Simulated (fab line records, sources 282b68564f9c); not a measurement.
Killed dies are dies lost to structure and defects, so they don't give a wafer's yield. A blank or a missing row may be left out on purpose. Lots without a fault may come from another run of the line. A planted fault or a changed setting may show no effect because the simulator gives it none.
Split-lot experiment | flow rit_cmos | 5 lots, 23 wafers read, on a route of 202 steps

THE SPLIT
At RIT_M1_SPUTTER_00 (material Al, target thk 400 nm, time 500 s), the setting time_s was moved away from the recipe's 500 s on 8 of the 23 wafers read, by -10.4% to -8.3%. The other wafers ran this setting at the recipe's value.

FROM THE SPLIT TO THE READING: what the file shows between them, 7 steps
- RIT_M1_RS_MEAS_01: measures by four-point-probe
- RIT_M1_THK_MEAS_02: measures by xrf
- RIT_M1_EXPOSE_06: exposes mask M12, target cd 2600 nm (also split here: dose_mj)
- RIT_M1_PEB_07
- RIT_M1_DEVELOP_08: develop time 70.99 s
- RIT_M1_CD_MEAS_09: target cd 2600 nm
- RIT_M1_HARDBAKE_11: time 120 s

THE READING
oes_product_au, in a.u., at RIT_M1_METAL_ETCH_12 (etches Al in Cl2/BCl3, stops on SiO2, time 165 s, target depth 600 nm). Fault-free wafers of this fab line usually give 0.779 a.u., standard deviation 0.0098 a.u..

wafer  | tool, chamber at the split | time_s as run, s | against the recipe | oes_product_au, a.u. | against lot-mates on the recipe
L074.1 | pvd_sputter-01, -          | 500              | recipe             | 0.792                | -
L074.2 | pvd_sputter-01, -          | 454.4            | -9.1%              | 0.746                | -0.044
L074.4 | pvd_sputter-01, -          | 500              | recipe             | 0.789                | -
L074.5 | pvd_sputter-01, -          | 454.4            | -9.1%              | 0.753                | -0.037
L074.6 | pvd_sputter-01, -          | 454.4            | -9.1%              | 0.746                | -0.044
L076.1 | pvd_sputter-01, -          | 448.1            | -10.4%             | 0.755                | -0.037
L076.3 | pvd_sputter-01, -          | 448.1            | -10.4%             | 0.722                | -0.070
L076.4 | pvd_sputter-01, -          | 500              | recipe             | 0.789                | -
L076.5 | pvd_sputter-01, -          | 500              | recipe             | 0.795                | -
L076.6 | pvd_sputter-01, -          | 448.1            | -10.4%             | 0.727                | -0.065
L077.1 | pvd_sputter-03, -          | 500              | recipe             | 0.777                | -
L077.2 | pvd_sputter-03, -          | 500              | recipe             | 0.783                | -
L077.3 | pvd_sputter-03, -          | 500              | recipe             | 0.789                | -
L077.5 | pvd_sputter-03, -          | 500              | recipe             | 0.784                | -
L077.6 | pvd_sputter-03, -          | 500              | recipe             | 0.786                | -
L079.1 | pvd_sputter-03, -          | 500              | recipe             | 0.783                | -
L079.2 | pvd_sputter-03, -          | 500              | recipe             | 0.765                | -
L079.4 | pvd_sputter-03, -          | 500              | recipe             | 0.759                | -
L084.1 | pvd_sputter-01, -          | 500              | recipe             | 0.765                | -
L084.2 | pvd_sputter-01, -          | 500              | recipe             | 0.776                | -
L084.3 | pvd_sputter-01, -          | 458.4            | -8.3%              | 0.742                | -0.032
L084.4 | pvd_sputter-01, -          | 458.4            | -8.3%              | 0.739                | -0.035
L084.5 | pvd_sputter-01, -          | 500              | recipe             | 0.780                | -

THE FIT
A straight line over all 23 wafers: oes_product_au changes by +0.00421 a.u. for each +1% of time_s; r = +0.88; the points scatter about the line by 0.011 a.u..
The same after taking each lot's own level away (the mean of its wafers on the recipe; 23 wafers): +0.00494 a.u. for each +1%; r = +0.94; scatter 0.0083 a.u..
On that fit, the largest move of time_s shifts the reading by 0.051 a.u..
The lots' own levels span 0.7690 to 0.7920 a.u., that is 2.3 times the standard deviation above.
So the lot-to-lot level changes the slope: the two fits differ.
Check: with one of the wafers moved furthest among these (-10.4%) left out of the fit, the line predicts -0.0535 a.u. for it against its lot-mates. It came out at -0.037 a.u. against them.

OTHER SPLITS ON THESE WAFERS
These wafers also went through other splits before the reading. Each is held against what the fit with the lots' levels taken away leaves over:
other split on the same wafers | wafers away from the commonest value | r with oes_product_au (lot level and that fit taken away)
RIT_PLDD_IMPLANT_08 dose_cm2   | 7                                    | -0.16
RIT_SPACER_ETCHBACK_05 time_s  | 10                                   | +0.55
RIT_PSD_COAT_01 resist_thk_nm  | 8                                    | -0.11
RIT_PSD_IMPLANT_08 dose_cm2    | 7                                    | +0.21
RIT_CONTACT_CVD_00 time_s      | 5                                    | -0.08
RIT_M1_EXPOSE_06 dose_mj       | 8                                    | -0.13

THE WHOLE CHAIN: every reading that the file lists as answering this split, in the file's order
step                 | what it does                                                          | reading                                                                     | change (the file's fit)                   | r (the file's)
RIT_M1_SPUTTER_00    | material Al, target thk 400 nm, time 500 s                            | Al_of_M1_SPUTTER_00.thk_nm (the simulator's own value, which no gauge read) | +3.93 nm for each +1% of the setting      | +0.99
RIT_M1_RS_MEAS_01    | measures by four-point-probe                                          | M1_AL_RS                                                                    | -0.000803 for each +1% of the setting     | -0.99
RIT_M1_THK_MEAS_02   | measures by xrf                                                       | M1_AL_THK                                                                   | +3.94 for each +1% of the setting         | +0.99
RIT_M1_METAL_ETCH_12 | etches Al in Cl2/BCl3, stops on SiO2, time 165 s, target depth 600 nm | oes_product_au                                                              | +0.00484 a.u. for each +1% of the setting | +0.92

THE FILE'S OWN FIT
oes_product_au changes by +0.00484 a.u. for each +1% of time_s, r = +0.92.
